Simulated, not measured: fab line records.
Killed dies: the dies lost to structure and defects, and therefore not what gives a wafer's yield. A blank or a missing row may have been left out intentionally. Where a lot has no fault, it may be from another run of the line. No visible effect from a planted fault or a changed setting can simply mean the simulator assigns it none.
Comparing a struck lot with a sound one	flow rit_cmos	21 out of 202 route steps
Sound: wafers L715.1, L715.2, L715.4. Wafers struck: L726.1, L726.4, L726.5. The cause is named last.
Order at every step that has rows: each side's tool, ch and its chambers, its first start. Under that, the readings that differ: sound wafers	struck wafers	difference of the means	sigmas: that difference in standard deviations of wafers without a fault.
alike: readings whose means differ by less than 2 such deviations, and words and numbers that are the same on both sides. not compared: withheld readings, readings that some wafer has no value for, bounds like >300 that may hide the same value, and numbers for which the record gives no deviation and whose values overlap.
Wherever a step has rows on one side only, a row that says differs or no value, or a row with sigmas, the two part there. Non-overlapping numbers with no deviation appear without sigmas and do not part them. Lack of a reading on every wafer of one side parts them only where that side has two or more wafers.

first, 6 steps without rows for these wafers: RIT_NSD_HMDS_00 (prime time 60 s); RIT_NSD_COAT_01 (resist thk 1000 nm); RIT_NSD_SOFTBAKE_02 (time 60 s); RIT_NSD_EXPOSE_03 (exposes mask M9, target cd 40700 nm); RIT_NSD_PEB_04; RIT_NSD_DEVELOP_05 (develop time 50 s).
RIT_NSD_OVL_MEAS_06:
  sound: overlay-02 at day 3 06:11; struck: overlay-02 at day 5 11:29
  alike: NSD_OVL
then, 2 steps without rows for these wafers: RIT_NSD_HARDBAKE_07 (time 60 s); RIT_NSD_IMPLANT_08.
RIT_NSD_STRIP_09: strips in O2, time 180 s.
  sound on plasma_asher-03 ch 0,1, day 3 06:31; struck on plasma_asher-03 ch 0,1, day 5 11:49
  alike: chamber_pressure_mTorr, drypump_motor_current_A
  not compared: rf_hours_counter_h
RIT_NSD_TW_MEAS_10:
  sound: film_metro-02 at day 3 06:41; struck: film_metro-04 at day 5 11:59
  alike: NSD_TW
then, 1 step without rows for these wafers: RIT_PSD_HMDS_00 (prime time 60 s).
RIT_PSD_COAT_01: resist thk 1000 nm.
  sound on litho_track-01 ch 0, day 3 06:54; struck on litho_track-04 ch 0, day 5 12:12
reading	sound	struck	difference	sigmas
model.NOVOLAK_of_PSD_COAT_01.thk_nm (nm)	994.8 990.8 991	895.8 897.9 898	-95.0	
then, 4 steps without rows for these wafers: RIT_PSD_SOFTBAKE_02 (time 60 s); RIT_PSD_EXPOSE_03 (exposes mask M10, target cd 40900 nm); RIT_PSD_PEB_04; RIT_PSD_DEVELOP_05 (develop time 50 s).
RIT_PSD_OVL_MEAS_06:
  sound: overlay-01 at day 3 07:46; struck: overlay-02 at day 5 12:54
  alike: PSD_OVL
RIT_PSD_HARDBAKE_07: time 60 s.
  sound on litho_track-01 ch 0, day 3 07:52; struck on litho_track-02 ch 0, day 5 12:56
reading	sound	struck	difference	sigmas
model.NOVOLAK_of_PSD_COAT_01.thk_nm (nm)	879.2 875.8 875.8	792.6 794.5 794.5	-83.1	
next, for these wafers, 1 step has no rows: RIT_PSD_IMPLANT_08.
RIT_M1_PROBE_99:
  the record holds rows for the sound wafers here (prober-01, day 3 16:14) but none for the struck ones

== WHERE THEY PART ==
Only at RIT_M1_PROBE_99, as far as this record shows.

WHY: what the simulator had put in
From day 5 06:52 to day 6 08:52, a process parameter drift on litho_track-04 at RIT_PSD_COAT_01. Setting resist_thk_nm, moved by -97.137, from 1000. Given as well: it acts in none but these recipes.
